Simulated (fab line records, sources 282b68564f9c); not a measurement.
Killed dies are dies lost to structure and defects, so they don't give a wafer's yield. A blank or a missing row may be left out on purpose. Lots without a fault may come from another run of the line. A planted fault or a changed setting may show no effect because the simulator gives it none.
A struck lot beside a sound one | flow rit_cmos | 15 steps out of a route of 202
Sound: wafers L411.2, L411.4, L411.6. Struck: wafers L422.3, L422.5. (L422.4 of the same lot was not struck and is left out.) The cause comes at the end.
At each step with rows: each side's tool, then ch and its chambers, then its first start. Under that, the readings that differ: sound wafers | struck wafers | difference of the means | sigmas: that difference in standard deviations of wafers without a fault.
alike: readings whose means differ by less than 2 such deviations, and words and numbers that are the same on both sides. not compared: withheld readings, readings that some wafer has no value for, bounds like >300 that may hide the same value, and numbers for which the record gives no deviation and whose values overlap.
The two part at a step that has a row with sigmas, a row that says differs or no value, or rows on one side only. Numbers that don't overlap but have no deviation are shown without sigmas and don't part them. A reading that every wafer of one side lacks parts them only if that side has two wafers or more.

first, 1 step without rows for these wafers: RIT_ACTIVE_OXIDATION_01 (target thk 46.8 nm, ox time 3360 s).
RIT_ACTIVE_THK_MEAS_02:
  sound on film_metro-04, day 1 22:04; struck on film_metro-03, day 4 05:04
  reading               | sound          | struck    | difference | sigmas
  ACTIVE_OXIDE_THK (nm) | 47.1 46.7 47.2 | 49.1 49.1 | +2.1       | +2
then, 1 step without rows for these wafers: RIT_ACTIVE_CVD_03 (deposits Si3N4 from SiH2Cl2/NH3, target thk 150 nm, time 1500 s).
RIT_ACTIVE_THK_MEAS_04:
  sound on film_metro-03, day 2 01:19; struck on film_metro-04, day 4 07:26
  alike: ACTIVE_NITRIDE_THK
then, 6 steps without rows for these wafers: RIT_ACTIVE_HMDS_05 (prime time 60 s); RIT_ACTIVE_COAT_06 (resist thk 1000 nm); RIT_ACTIVE_SOFTBAKE_07 (time 60 s); RIT_ACTIVE_EXPOSE_08 (exposes mask M1, target cd 1400 nm); RIT_ACTIVE_PEB_09; RIT_ACTIVE_DEVELOP_10 (develop time 50 s).
RIT_ACTIVE_CD_MEAS_11: target cd 1400 nm.
  sound on cd_sem-02, day 2 02:29; struck on cd_sem-01, day 4 08:22
  alike: cd_nm
then, 1 step without rows for these wafers: RIT_ACTIVE_HARDBAKE_12 (time 60 s).
RIT_ACTIVE_ETCH_13: etches Si3N4 in SF6, stops on SiO2, time 210 s, target depth 210 nm.
  sound on rie_diel-04 ch 0,3, day 2 02:53; struck on rie_diel-04 ch 0, day 4 08:36
  reading                                     | sound           | struck      | difference | sigmas
  model.NOVOLAK_of_ACTIVE_COAT_06.thk_nm (nm) | 659.5 653.5 658 | 671.9 674.9 | +16.4      |
  alike: drypump_motor_current_A, oes_product_au, throttle_valve_pct
  not compared: rf_hours_counter_h
RIT_ACTIVE_STRIP_14: strips in O2, time 180 s.
  sound on plasma_asher-03 ch 0,1, day 2 03:01; struck on plasma_asher-02 ch 0,1, day 4 08:47
  alike: drypump_motor_current_A
  not compared: rf_hours_counter_h
RIT_M1_PROBE_99:
  the record has rows for the struck wafers here (prober-01, day 6 06:31) and none for the sound ones

WHERE THEY PART
First at RIT_ACTIVE_THK_MEAS_02; last, within this record, at RIT_M1_PROBE_99.

WHY: what the simulator had put in
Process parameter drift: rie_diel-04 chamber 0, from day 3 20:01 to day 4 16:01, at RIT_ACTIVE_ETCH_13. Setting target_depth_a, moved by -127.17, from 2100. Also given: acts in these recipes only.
